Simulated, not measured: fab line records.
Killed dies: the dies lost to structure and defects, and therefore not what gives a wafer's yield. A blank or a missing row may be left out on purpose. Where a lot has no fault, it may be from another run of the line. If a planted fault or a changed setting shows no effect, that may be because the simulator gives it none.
fab line records    flow berkeley-cmos170
record lots=5  wafers=15  last-day=11
route steps=331 shown ACTIVE@73 PFIELD@79 FIELD@89 SACOX@97 SCREENOX@100 NVT@104
lots untouched by any fault: they come from a run of this same line in which no faults occurred
start-h: start of the lot's first displayed wafer, in hours after the record's first day    wait-h: hours from the lot's prior step to this one    " identical to the entry in the row above    L1.1+2: several wafers, shown together as one row    - either no value or no given start    * or withheld: withheld    < > ~ a bound
route shown NAME@n: names a module that has steps shown in the file, with the first one's number in the route    usual: mean/standard deviation taken from wafers without a fault    same: alike in all rows    chamber/n: place in a boat    sites: each site's reading    _std_site: how widely they spread, as a standard deviation    _edge_site: mean of outer sites minus mean of inner sites    radius-mm: how far each site lies from the wafer's centre    mask NAME#n: copy n    behind: the last tool/chamber to shape the wafer    hold: reason for holding the lot/hours on hold/outcome of the hold    device: the n, p or np transistor that did not switch    end of line: tests run on the same wafers once the route is complete    where a step has no rows: the recipe by itself    killed: dies lost to structure and defects at the first sort, not the wafer's yield    map: a wafer's dies, x killed, . not, _ none there
set.NAME: setting as actually run; set.NAME@STEP: the setting as run at that earlier step    model.NAME: the simulator's own value behind a step, which no gauge read
certain route steps with their lots: each step a table, each wafer a row
services: from which hour (start-h, from the record's first day; less than 0 if before it) a tool's chamber was out of use, for how many hours, and why
## steps
# step UCB170_ACTIVE_CD_MEAS_13
# recipe target-cd-nm=1200
# usual cd-nm=1200.2/1.2
lot.wafer  tool       chamber  start-h  wait-h  cd-nm
L084.1     cd-sem-02  -        135.68   -       1199.6
L084.3     "          -        "        "       1200.5
L084.4     "          -        "        "       1198.5
L083.1     cd-sem-02  -        135.95   -       1199.7
L083.3     "          -        "        "       1199.8
L083.4     "          -        "        "       1198.6
L085.1     cd-sem-01  -        136.01   -       1199.0
L085.3     "          -        "        "       1199.5
L085.6     "          -        "        "       1198.9
L089.2     cd-sem-02  -        159.98   -       1202.8
L089.5     "          -        "        "       1201.8
L089.6     "          -        "        "       1201.1
L090.1     cd-sem-01  -        165.43   -       1200.0
L090.3     "          -        "        "       1200.9
L090.4     "          -        "        "       1200.6
# step UCB170_ACTIVE_OVL_MEAS_14
# usual ACTIVE_OVL=2/5.6
lot.wafer  tool        chamber  start-h  wait-h  ACTIVE_OVL[nm]
L084.1     overlay-02  -        135.80   0.1     2
L084.3     "           -        "        "       0
L084.4     "           -        "        "       8
L083.1     overlay-01  -        136.07   0.1     1
L083.3     "           -        "        "       8
L083.4     "           -        "        "       -1
L085.1     overlay-02  -        136.13   0.1     5
L085.3     "           -        "        "       3
L085.6     "           -        "        "       -11
L089.2     overlay-01  -        160.08   0.1     8
L089.5     "           -        "        "       9
L089.6     "           -        "        "       16
L090.1     overlay-02  -        165.55   0.1     6
L090.3     "           -        "        "       4
L090.4     "           -        "        "       6
# step UCB170_ACTIVE_ETCH_15
# recipe chemistry=CH3F/Ar/O2  target=Si3N4  stop-on=SiO2  CH3F_flow_sccm=20  Ar_flow_sccm=50  O2_flow_sccm=7  pressure-mtorr=50  rf-w=450  target-depth-a=2420  over-etch-frac=0.1  time-s=151
# usual chamber-pressure-mTorr=50.00/0.05  drypump-motor-current-A=6.0/0.42  oes-product-au=0.934/0.012  throttle-valve-pct=8.02/0.15
lot.wafer  tool         chamber  start-h  wait-h  chamber-pressure-mTorr  drypump-motor-current-A  oes-product-au  rf-hours-counter-h  throttle-valve-pct
L084.1     rie-diel-04  3        135.84   0.0     49.90                   6.5                      0.959           29                  8.01
L084.3     "            0        "        "       49.99                   5.7                      0.944           91                  8.21
L084.4     "            2        "        "       49.97                   5.3                      0.930           157                 7.91
L083.1     rie-diel-01  2        136.10   0.0     50.00                   5.4                      0.942           146                 8.08
L083.3     "            3        "        "       50.05                   6.2                      0.940           2                   7.89
L083.4     "            0        "        "       49.93                   6.4                      0.926           17                  7.89
L085.1     rie-diel-02  2        136.17   0.0     49.94                   6.5                      0.915           91                  7.87
L085.3     "            0        "        "       49.98                   5.3                      0.937           5                   8.16
L085.6     "            1        "        "       50.10                   5.6                      0.930           -                   7.80
L089.2     rie-diel-02  3        160.11   0.0     49.96                   6.3                      0.944           0                   8.23
L089.5     "            3        "        "       49.97                   6.3                      0.948           -                   8.21
L089.6     "            0        "        "       49.95                   5.4                      0.939           -                   8.17
L090.1     rie-diel-02  3        165.59   0.0     50.02                   6.3                      0.938           0                   8.20
L090.3     "            0        "        "       49.99                   5.3                      0.912           7                   8.16
L090.4     "            2        "        "       49.99                   6.5                      0.906           93                  7.87
# step UCB170_ACTIVE_STRIP_16
# recipe chemistry=O2  power-w=400  pressure-mtorr=3500  platen-temp-c=withheld  o2-flow-sccm=400  overash-fraction=0.5
# usual chamber-pressure-mTorr=3500/3.4  drypump-motor-current-A=5.8/0.44  oes-product-au=0.722/0.0047  strip-time-to-endpoint-s=18.11/0.075
lot.wafer  tool             chamber  start-h  wait-h  chamber-pressure-mTorr  drypump-motor-current-A  oes-product-au  rf-hours-counter-h  strip-time-to-endpoint-s
L084.1     plasma-asher-02  1        135.94   0.1     3499                    6.0                      0.721           44                  18.22
L084.3     "                0        "        "       3501                    6.2                      0.719           -                   18.13
L084.4     "                1        "        "       3501                    5.9                      0.716           -                   18.03
L083.1     plasma-asher-03  1        136.20   0.1     3501                    5.6                      0.726           34                  18.15
L083.3     "                0        "        "       3500                    5.2                      0.718           -                   18.02
L083.4     "                1        "        "       3497                    5.6                      0.720           -                   18.02
L085.1     plasma-asher-04  0        136.27   0.1     3504                    5.4                      0.719           2                   18.14
L085.3     "                1        "        "       3498                    6.5                      0.719           -                   18.01
L085.6     "                0        "        "       3490                    5.4                      0.725           -                   18.13
L089.2     plasma-asher-03  1        160.21   0.1     3497                    5.6                      0.721           37                  18.16
L089.5     "                1        "        "       3496                    5.6                      0.713           -                   18.15
L089.6     "                0        "        "       3498                    5.2                      0.717           -                   17.94
L090.1     plasma-asher-02  0        165.69   0.1     3500                    6.2                      0.725           47                  18.14
L090.3     "                0        "        "       3506                    6.2                      0.721           -                   17.93
L090.4     "                1        "        "       3499                    5.9                      0.723           -                   18.12
# step UCB170_ACTIVE_CD_MEAS_90
# recipe target-cd-nm=1200
# usual cd-nm=1200.2/1.2
lot.wafer  tool       chamber  start-h  wait-h  cd-nm
L084.1     cd-sem-02  -        136.07   0.1     1200.2
L084.3     "          -        "        "       1200.8
L084.4     "          -        "        "       1198.0
L083.1     cd-sem-02  -        136.30   0.1     1199.9
L083.3     "          -        "        "       1200.2
L083.4     "          -        "        "       1198.6
L085.1     cd-sem-01  -        136.37   0.1     1199.3
L085.3     "          -        "        "       1199.4
L085.6     "          -        "        "       1198.7
L089.2     cd-sem-02  -        160.33   0.1     1202.6
L089.5     "          -        "        "       1202.1
L089.6     "          -        "        "       1201.8
L090.1     cd-sem-02  -        165.79   0.1     1200.7
L090.3     "          -        "        "       1201.2
L090.4     "          -        "        "       1200.8
# step UCB170_ACTIVE_CLEAN_17
# recipe chemistry=SPM  temp-c=120  time-s=600
# usual bath-heat-duty-pct=13.7/1.5
lot.wafer  tool          chamber  start-h  wait-h  bath-heat-duty-pct
L084.1     wet-bench-01  2        136.19   0.1     12.4
L084.3     "             2        "        "       11.7
L084.4     "             2        "        "       13.1
L083.1     wet-bench-04  2        136.42   0.1     12.1
L083.3     "             2        "        "       11.5
L083.4     "             2        "        "       12.3
L085.1     wet-bench-01  2        136.49   0.1     11.5
L085.3     "             2        "        "       11.9
L085.6     "             2        "        "       12.3
L089.2     wet-bench-03  3        162.91   2.6     13.8
L089.5     "             3        "        "       14.9
L089.6     "             3        "        "       14.1
L090.1     wet-bench-03  1        165.91   0.1     12.7
L090.3     "             1        "        "       12.9
L090.4     "             1        "        "       13.6
# step UCB170_PFIELD_HMDS_00
# recipe prime-time-s=60  prime-temp-c=100
lot.wafer   tool            chamber  start-h  wait-h
L084.1+3+4  litho-track-03  0        136.57   0.2
L083.1+3+4  litho-track-01  0        136.73   0.1
L085.1+3+6  litho-track-03  0        137.02   0.4
L089.2+5+6  litho-track-03  0        163.46   0.4
L090.1+3+4  litho-track-01  0        166.08   0.0
# step UCB170_PFIELD_COAT_01
# recipe resist=KrF  spin-rpm=1500  resist-thk-nm=900
lot.wafer   tool            chamber  start-h  wait-h
L084.1+3+4  litho-track-03  0        136.72   0.1
L083.1+3+4  litho-track-01  0        136.88   0.1
L085.1+3+6  litho-track-03  0        137.17   0.1
L089.2+5+6  litho-track-03  0        163.61   0.1
L090.1+3+4  litho-track-01  0        166.23   0.1
# step UCB170_PFIELD_SOFTBAKE_02
# recipe resist=KrF  temp-c=130  time-s=60
lot.wafer   tool            chamber  start-h  wait-h
L084.1+3+4  litho-track-03  0        136.87   0.1
L083.1+3+4  litho-track-01  0        137.03   0.1
L085.1+3+6  litho-track-03  0        137.32   0.1
L089.2+5+6  litho-track-03  0        163.76   0.1
L090.1+3+4  litho-track-01  0        166.38   0.1
# step UCB170_PFIELD_EXPOSE_03
# recipe mask-id=PFIELD  na=0.5  sigma-outer=0.6  source-shape=conventional  target-cd-nm=1500  dose-mj=30
# usual stage-vel-mm-s=499.95/0.25
# same sigma-outer=0.6
lot.wafer  tool            chamber  start-h  wait-h  mask      stage-vel-mm-s
L084.1     krf-scanner-02  0        137.14   0.2     PFIELD#0  500.36
L084.3     "               0        "        "       PFIELD#0  499.96
L084.4     "               0        "        "       PFIELD#0  500.10
L083.1     krf-scanner-01  0        137.39   0.3     PFIELD#0  500.28
L083.3     "               0        "        "       PFIELD#0  499.83
L083.4     "               0        "        "       PFIELD#0  500.08
L085.1     krf-scanner-02  0        137.63   0.3     PFIELD#0  500.12
L085.3     "               0        "        "       PFIELD#0  500.38
L085.6     "               0        "        "       PFIELD#0  500.22
L089.2     krf-scanner-01  0        163.90   0.1     PFIELD#0  500.25
L089.5     "               0        "        "       PFIELD#0  499.85
L089.6     "               0        "        "       PFIELD#0  499.65
L090.1     krf-scanner-02  0        166.66   0.2     PFIELD#0  499.88
L090.3     "               0        "        "       PFIELD#0  499.88
L090.4     "               0        "        "       PFIELD#0  499.78
# step UCB170_PFIELD_PEB_04
# recipe peb-temp-c=130  peb-time-s=withheld  resist=KrF
lot.wafer   tool            chamber  start-h  wait-h
L084.1+3+4  litho-track-04  0        137.60   0.4
L083.1+3+4  litho-track-04  0        137.87   0.5
L085.1+3+6  litho-track-01  0        138.08   0.4
L089.2+5+6  litho-track-04  0        164.03   0.1
L090.1+3+4  litho-track-01  0        166.78   0.1
# step UCB170_PFIELD_DEVELOP_05
# recipe developer=TMAH  develop-time-s=45  resist=KrF  dev-temp-c=21
lot.wafer   tool            chamber  start-h  wait-h
L084.1+3+4  litho-track-04  0        -        -
L083.1+3+4  litho-track-04  0        -        -
L085.1+3+6  litho-track-01  0        -        -
L089.2+5+6  litho-track-04  0        -        -
L090.1+3+4  litho-track-01  0        -        -
# step UCB170_PFIELD_OVL_MEAS_06
# usual PFIELD_OVL=1/5.1
lot.wafer  tool        chamber  start-h  wait-h  PFIELD_OVL[nm]
L084.1     overlay-02  -        137.87   -       -5
L084.3     "           -        "        "       -4
L084.4     "           -        "        "       2
L083.1     overlay-01  -        138.15   -       7
L083.3     "           -        "        "       0
L083.4     "           -        "        "       7
L085.1     overlay-01  -        138.35   -       -1
L085.3     "           -        "        "       -1
L085.6     "           -        "        "       7
L089.2     overlay-01  -        164.29   -       2
L089.5     "           -        "        "       2
L089.6     "           -        "        "       3
L090.1     overlay-01  -        167.05   -       19
L090.3     "           -        "        "       7
L090.4     "           -        "        "       4
# step UCB170_PFIELD_IMPLANT_07
# recipe species=B  dose-cm2=2e+13  energy-kev=80  tilt-deg=7
lot.wafer   tool          chamber  start-h  wait-h
L084.1+3+4  implanter-01  0        137.91   0.0
L083.1+3+4  implanter-03  0        138.18   0.0
L085.1+3+6  implanter-02  0        138.39   0.0
L089.2+5+6  implanter-01  0        164.34   0.0
L090.1+3+4  implanter-02  0        167.09   0.0
# step UCB170_PFIELD_STRIP_08
# recipe chemistry=O2  power-w=400  pressure-mtorr=3500  platen-temp-c=withheld  o2-flow-sccm=400  overash-fraction=0.5
# usual chamber-pressure-mTorr=3501/3.1  drypump-motor-current-A=5.8/0.54  oes-product-au=0.734/0.0044  strip-time-to-endpoint-s=21.68/0.073
lot.wafer  tool             chamber  start-h  wait-h  chamber-pressure-mTorr  drypump-motor-current-A  oes-product-au  rf-hours-counter-h  strip-time-to-endpoint-s
L084.1     plasma-asher-03  0        138.06   0.1     3503                    5.2                      0.733           35                  21.63
L084.3     "                1        "        "       3503                    5.6                      0.733           -                   21.69
L084.4     "                0        "        "       3502                    5.2                      0.734           -                   21.65
L083.1     plasma-asher-01  0        138.33   0.1     3505                    5.4                      0.736           44                  21.74
L083.3     "                1        "        "       3500                    6.8                      0.727           -                   21.70
L083.4     "                0        "        "       3502                    5.4                      0.731           -                   21.83
L085.1     plasma-asher-03  0        138.54   0.1     3507                    5.2                      0.738           35                  21.71
L085.3     "                1        "        "       3495                    5.6                      0.727           -                   21.77
L085.6     "                1        "        "       3501                    5.6                      0.730           -                   21.69
L089.2     plasma-asher-02  1        164.47   0.1     3502                    5.9                      0.738           47                  21.68
L089.5     "                0        "        "       3504                    6.2                      0.732           -                   21.72
L089.6     "                1        "        "       3495                    5.9                      0.738           -                   21.67
L090.1     plasma-asher-02  1        167.24   0.1     3499                    5.9                      0.732           47                  21.57
L090.3     "                0        "        "       3498                    6.3                      0.729           -                   21.56
L090.4     "                1        "        "       3495                    5.9                      0.729           -                   21.57
# step UCB170_PFIELD_TW_MEAS_09
# usual PFIELD_TW=597/5.6
lot.wafer  tool           chamber  start-h  wait-h  PFIELD_TW
L084.1     film-metro-04  -        138.16   0.1     594
L084.3     "              -        "        "       591
L084.4     "              -        "        "       589
L083.1     film-metro-03  -        138.43   0.1     594
L083.3     "              -        "        "       596
L083.4     "              -        "        "       597
L085.1     film-metro-03  -        138.64   0.1     596
L085.3     "              -        "        "       594
L085.6     "              -        "        "       597
L089.2     film-metro-02  -        164.58   0.1     608
L089.5     "              -        "        "       602
L089.6     "              -        "        "       601
L090.1     film-metro-04  -        167.34   0.1     588
L090.3     "              -        "        "       591
L090.4     "              -        "        "       588
# step UCB170_FIELD_CLEAN_00
# recipe chemistry=dHF  dilution=25:1  time-s=7.5
lot.wafer   tool          chamber  start-h  wait-h
L084.1+3+4  wet-bench-02  2        138.37   0.2
L083.1+3+4  wet-bench-02  3        138.49   0.1
L085.1+3+6  wet-bench-02  1        138.89   0.2
L089.2+5+6  wet-bench-02  3        164.63   0.0
L090.1+3+4  wet-bench-02  2        167.40   0.1
# step UCB170_FIELD_OXIDATION_01
# recipe temp-c=1000  ambient=H2O  p-h2o-torr=584.62  target-thk-a=5583  ox-time-s=7200
lot.wafer   tool        chamber  start-h  wait-h
L083.1+3+4  furnace-01  0        144.82   6.3
L084.1+3+4  furnace-01  0        144.82   6.4
L085.1+3+6  furnace-01  0        144.82   5.9
L089.2+5+6  furnace-01  0        168.84   4.2
L090.1+3+4  furnace-01  0        168.84   1.4
# step UCB170_FIELD_THK_MEAS_02
# recipe reads=SiO2_of_FIELD_OXIDATION_01
# usual FIELD_OXIDE_THK=561/13
lot.wafer  tool           chamber  start-h  wait-h  FIELD_OXIDE_THK[nm]
L083.1     film-metro-03  -        147.82   0.0     552
L083.3     "              -        "        "       567
L083.4     "              -        "        "       546
L084.1     film-metro-04  -        147.82   0.0     575
L084.3     "              -        "        "       576
L084.4     "              -        "        "       568
L085.1     film-metro-01  -        147.82   0.0     549
L085.3     "              -        "        "       553
L085.6     "              -        "        "       549
L090.1     film-metro-01  -        171.84   0.0     568
L090.3     "              -        "        "       558
L090.4     "              -        "        "       559
L089.2     film-metro-04  -        171.85   0.0     559
L089.5     "              -        "        "       549
L089.6     "              -        "        "       537
# step UCB170_FIELD_ANNEAL_03
# recipe temp-c=1000  time-s=1200  ambient=N2
lot.wafer   tool        chamber  start-h  wait-h
L083.1+3+4  furnace-03  0        152.33   4.5
L084.1+3+4  furnace-03  0        152.33   4.5
L085.1+3+6  furnace-03  0        152.33   4.5
L089.2+5+6  furnace-03  0        175.11   3.3
L090.1+3+4  furnace-03  0        175.11   3.3
# step UCB170_FIELD_WET_ETCH_04
# recipe chemistry=dHF  dilution=10:1  target=SiO2  temp-c=25  time-s=60
# usual bath-heat-duty-pct=6.7/0.56
lot.wafer  tool          chamber  start-h  wait-h  bath-heat-duty-pct
L083.1     wet-bench-02  2        153.66   0.0     7.7
L083.3     "             2        "        "       6.4
L083.4     "             2        "        "       6.2
L084.1     wet-bench-02  2        153.66   0.0     6.8
L084.3     "             2        "        "       6.3
L084.4     "             2        "        "       5.9
L085.1     wet-bench-02  0        153.66   0.0     7.5
L085.3     "             0        "        "       7.8
L085.6     "             0        "        "       6.7
L089.2     wet-bench-02  3        176.49   0.0     5.7
L089.5     "             3        "        "       5.9
L089.6     "             3        "        "       6.1
L090.1     wet-bench-02  2        176.49   0.0     6.5
L090.3     "             2        "        "       6.7
L090.4     "             2        "        "       7.5
# step UCB170_FIELD_WET_ETCH_05
# recipe chemistry=H3PO4  target=Si3N4  temp-c=160  time-s=12600
# usual bath-heat-duty-pct=28.0/3
lot.wafer  tool          chamber  start-h  wait-h  bath-heat-duty-pct
L083.1     wet-bench-01  1        153.69   0.0     27.1
L083.3     "             1        "        "       26.6
L083.4     "             1        "        "       26.4
L084.1     wet-bench-01  3        153.69   0.0     22.5
L084.3     "             3        "        "       20.2
L084.4     "             3        "        "       20.3
L085.1     wet-bench-01  1        153.69   0.0     26.6
L085.3     "             1        "        "       27.4
L085.6     "             1        "        "       26.1
L089.2     wet-bench-02  1        176.52   0.0     30.0
L089.5     "             1        "        "       28.9
L089.6     "             1        "        "       29.8
L090.1     wet-bench-02  3        176.52   0.0     28.6
L090.3     "             3        "        "       27.8
L090.4     "             3        "        "       29.3
# step UCB170_FIELD_WET_ETCH_06
# recipe chemistry=BOE  dilution=5:1  target=SiO2  temp-c=25  time-s=22
# usual bath-heat-duty-pct=6.4/0.61
lot.wafer  tool          chamber  start-h  wait-h  bath-heat-duty-pct
L083.1     wet-bench-03  2        157.20   0.0     6.4
L083.3     "             2        "        "       5.9
L083.4     "             2        "        "       6.1
L084.1     wet-bench-03  1        157.20   0.0     6.5
L084.3     "             1        "        "       7.1
L084.4     "             1        "        "       6.4
L085.1     wet-bench-03  3        157.20   0.0     6.8
L085.3     "             3        "        "       6.5
L085.6     "             3        "        "       5.8
L089.2     wet-bench-02  0        180.03   0.0     7.4
L089.5     "             0        "        "       6.8
L089.6     "             0        "        "       6.3
L090.1     wet-bench-02  1        180.03   0.0     6.7
L090.3     "             1        "        "       7.5
L090.4     "             1        "        "       6.8
# step UCB170_FIELD_THK_MEAS_90
# recipe reads=SiO2_of_FIELD_OXIDATION_01
# usual FIELD_OXIDE_LEFT_1_THK=444/13
lot.wafer  tool           chamber  start-h  wait-h  FIELD_OXIDE_LEFT_1_THK[nm]
L083.1     film-metro-03  -        157.21   0.0     433
L083.3     "              -        "        "       449
L083.4     "              -        "        "       428
L085.1     film-metro-04  -        157.21   0.0     431
L085.3     "              -        "        "       436
L085.6     "              -        "        "       432
L084.1     film-metro-03  -        157.27   0.1     460
L084.3     "              -        "        "       460
L084.4     "              -        "        "       452
L089.2     film-metro-03  -        180.05   0.0     443
L089.5     "              -        "        "       434
L089.6     "              -        "        "       421
L090.1     film-metro-04  -        180.10   0.1     450
L090.3     "              -        "        "       441
L090.4     "              -        "        "       443
# step UCB170_SACOX_CLEAN_00
# recipe chemistry=dHF  dilution=25:1  time-s=7.5
lot.wafer   tool          chamber  start-h  wait-h
L083.1+3+4  wet-bench-04  2        157.27   0.1
L085.1+3+6  wet-bench-04  3        157.27   0.1
L084.1+3+4  wet-bench-02  3        157.33   0.1
L089.2+5+6  wet-bench-02  0        180.10   0.0
L090.1+3+4  wet-bench-02  1        180.16   0.1
# step UCB170_SACOX_OXIDATION_01
# recipe temp-c=900  ambient=O2  target-thk-a=144  ox-time-s=2400
lot.wafer   tool        chamber  start-h  wait-h
L083.1+3+4  furnace-02  0        159.85   2.6
L084.1+3+4  furnace-02  0        159.85   2.5
L085.1+3+6  furnace-02  0        159.85   2.6
L089.2+5+6  furnace-02  0        181.45   1.3
L090.1+3+4  furnace-02  0        181.45   1.3
# step UCB170_SACOX_THK_MEAS_02
# recipe reads=SiO2_of_SACOX_OXIDATION_01
# usual SACOX_OXIDE_THK=14.31/0.26
lot.wafer  tool           chamber  start-h  wait-h  SACOX_OXIDE_THK[nm]
L083.1     film-metro-04  -        161.51   0.0     13.86
L083.3     "              -        "        "       14.23
L083.4     "              -        "        "       14.17
L084.1     film-metro-02  -        161.53   0.0     14.30
L084.3     "              -        "        "       14.54
L084.4     "              -        "        "       14.55
L085.1     film-metro-04  -        161.57   0.1     14.65
L085.3     "              -        "        "       14.36
L085.6     "              -        "        "       14.70
L089.2     film-metro-01  -        183.12   0.0     14.38
L089.5     "              -        "        "       14.30
L089.6     "              -        "        "       14.64
L090.1     film-metro-01  -        183.17   0.1     14.26
L090.3     "              -        "        "       14.19
L090.4     "              -        "        "       14.08
# step UCB170_SCREENOX_WET_ETCH_00
# recipe chemistry=dHF  dilution=25:1  target=SiO2  temp-c=25  time-s=200
# usual bath-heat-duty-pct=6.7/0.63
lot.wafer  tool          chamber  start-h  wait-h  bath-heat-duty-pct
L083.1     wet-bench-02  1        161.62   0.1     6.9
L083.3     "             1        "        "       7.2
L083.4     "             1        "        "       7.0
L084.1     wet-bench-02  1        161.62   0.1     6.5
L084.3     "             1        "        "       7.4
L084.4     "             1        "        "       7.7
L085.1     wet-bench-02  3        161.69   0.1     6.9
L085.3     "             3        "        "       6.4
L085.6     "             3        "        "       6.7
L089.2     wet-bench-02  3        183.23   0.1     6.1
L089.5     "             3        "        "       6.6
L089.6     "             3        "        "       6.6
L090.1     wet-bench-02  3        183.29   0.1     6.1
L090.3     "             3        "        "       5.1
L090.4     "             3        "        "       5.8
# step UCB170_SCREENOX_OXIDATION_01
# recipe temp-c=900  ambient=O2  target-thk-a=144  ox-time-s=2400
lot.wafer   tool        chamber  start-h  wait-h
L083.1+3+4  furnace-02  0        165.60   3.9
L084.1+3+4  furnace-02  0        165.60   3.9
L085.1+3+6  furnace-02  0        165.60   3.8
L089.2+5+6  furnace-02  0        186.11   2.8
L090.1+3+4  furnace-02  0        186.11   2.8
# step UCB170_SCREENOX_THK_MEAS_02
# recipe reads=SiO2_of_SCREENOX_OXIDATION_01
# usual SCREENOX_OXIDE_THK=14.4/0.32
lot.wafer  tool           chamber  start-h  wait-h  SCREENOX_OXIDE_THK[nm]
L083.1     film-metro-01  -        167.26   0.0     14.0
L083.3     "              -        "        "       14.1
L083.4     "              -        "        "       14.1
L084.1     film-metro-03  -        167.26   0.0     14.5
L084.3     "              -        "        "       14.3
L084.4     "              -        "        "       14.3
L085.1     film-metro-01  -        167.32   0.1     14.4
L085.3     "              -        "        "       14.4
L085.6     "              -        "        "       14.6
L090.1     film-metro-03  -        187.78   0.0     14.3
L090.3     "              -        "        "       14.2
L090.4     "              -        "        "       14.4
L089.2     film-metro-01  -        187.79   0.0     14.3
L089.5     "              -        "        "       14.3
L089.6     "              -        "        "       14.2
# step UCB170_SCREENOX_ANNEAL_03
# recipe temp-c=900  time-s=900  ambient=N2
lot.wafer   tool        chamber  start-h  wait-h
L083.1+3+4  furnace-03  0        172.61   5.3
L084.1+3+4  furnace-03  0        172.61   5.3
L085.1+3+6  furnace-03  0        172.61   5.3
L089.2+5+6  furnace-03  0        189.06   1.3
L090.1+3+4  furnace-03  0        189.06   1.3
# step UCB170_NVT_HMDS_00
# recipe prime-time-s=60  prime-temp-c=100
lot.wafer   tool            chamber  start-h  wait-h
L083.1+3+4  litho-track-02  0        173.86   0.0
L084.1+3+4  litho-track-03  0        173.86   0.0
L085.1+3+6  litho-track-02  0        174.31   0.5
L089.2+5+6  litho-track-01  0        190.34   0.0
L090.1+3+4  litho-track-02  0        190.53   0.2
# step UCB170_NVT_COAT_01
# recipe resist=KrF  spin-rpm=1500  resist-thk-nm=900
lot.wafer   tool            chamber  start-h  wait-h
L083.1+3+4  litho-track-02  0        174.01   0.1
L084.1+3+4  litho-track-03  0        174.01   0.1
L085.1+3+6  litho-track-02  0        174.46   0.1
L089.2+5+6  litho-track-01  0        190.49   0.1
L090.1+3+4  litho-track-02  0        190.68   0.1
# step UCB170_NVT_SOFTBAKE_02
# recipe resist=KrF  temp-c=130  time-s=60
lot.wafer   tool            chamber  start-h  wait-h
L083.1+3+4  litho-track-02  0        174.16   0.1
L084.1+3+4  litho-track-03  0        174.16   0.1
L085.1+3+6  litho-track-02  0        174.61   0.1
L089.2+5+6  litho-track-01  0        190.64   0.1
L090.1+3+4  litho-track-02  0        190.83   0.1
# step UCB170_NVT_EXPOSE_03
# recipe mask-id=PWELL  target-cd-nm=3000  na=0.5  sigma-outer=0.6  source-shape=conventional  dose-mj=30
# usual stage-vel-mm-s=500.01/0.24
# same sigma-outer=0.6
lot.wafer  tool            chamber  start-h  wait-h  mask     stage-vel-mm-s
L083.1     krf-scanner-02  0        174.31   0.1     PWELL#0  500.14
L083.3     "               0        "        "       PWELL#0  500.17
L083.4     "               0        "        "       PWELL#0  500.48
L084.1     krf-scanner-01  0        174.55   0.4     PWELL#0  500.01
L084.3     "               0        "        "       PWELL#0  500.23
L084.4     "               0        "        "       PWELL#0  500.15
L085.1     krf-scanner-01  0        175.04   0.4     PWELL#0  500.02
L085.3     "               0        "        "       PWELL#0  499.81
L085.6     "               0        "        "       PWELL#0  500.10
L089.2     krf-scanner-01  0        191.16   0.5     PWELL#0  499.59
L089.5     "               0        "        "       PWELL#0  499.98
L089.6     "               0        "        "       PWELL#0  499.86
L090.1     krf-scanner-01  0        -        -       PWELL#0  499.67
L090.3     "               0        "        "       PWELL#0  499.91
L090.4     "               0        "        "       PWELL#0  500.06
# step UCB170_NVT_PEB_04
# recipe peb-temp-c=130  peb-time-s=withheld  resist=KrF
lot.wafer   tool            chamber  start-h  wait-h
L083.1+3+4  litho-track-03  0        174.43   0.1
L084.1+3+4  litho-track-02  0        174.76   0.2
L085.1+3+6  litho-track-01  0        175.15   0.1
L089.2+5+6  litho-track-03  0        192.14   1.0
L090.1+3+4  litho-track-03  0        -        -
## services
tool             chamber  start-h  hours  kind
krf-scanner-01   -        112.49   0.8    pm
plasma-asher-04  0        117.75   -      clean
plasma-asher-04  1        117.75   -      clean
rie-diel-04      3        121.91   8.7    repair
furnace-01       -        124.37   4.8    pm
rie-diel-02      3        134.58   -      clean
rie-diel-02      3        134.58   23.2   scheduled-down
rie-diel-02      3        134.58   23.2   vent-cycle
krf-scanner-02   -        134.80   1.3    pm
rie-diel-04      2        138.81   -      clean
rie-diel-04      2        138.81   16.3   scheduled-down
rie-diel-04      2        138.81   16.3   vent-cycle
krf-scanner-01   -        150.41   1.3    pm
rie-diel-01      1        151.99   -      clean
rie-diel-01      1        151.99   26.2   scheduled-down
rie-diel-01      1        151.99   26.2   vent-cycle
krf-scanner-02   -        155.22   0.8    pm
krf-scanner-01   -        156.72   1.0    pm
rie-diel-04      -        157.39   0.2    repair
rie-diel-04      -        157.63   11.1   repair
furnace-01       -        161.55   5.9    pm
implanter-01     -        161.93   1.9    pm
krf-scanner-01   -        190.31   -      calibration
## key
fault none
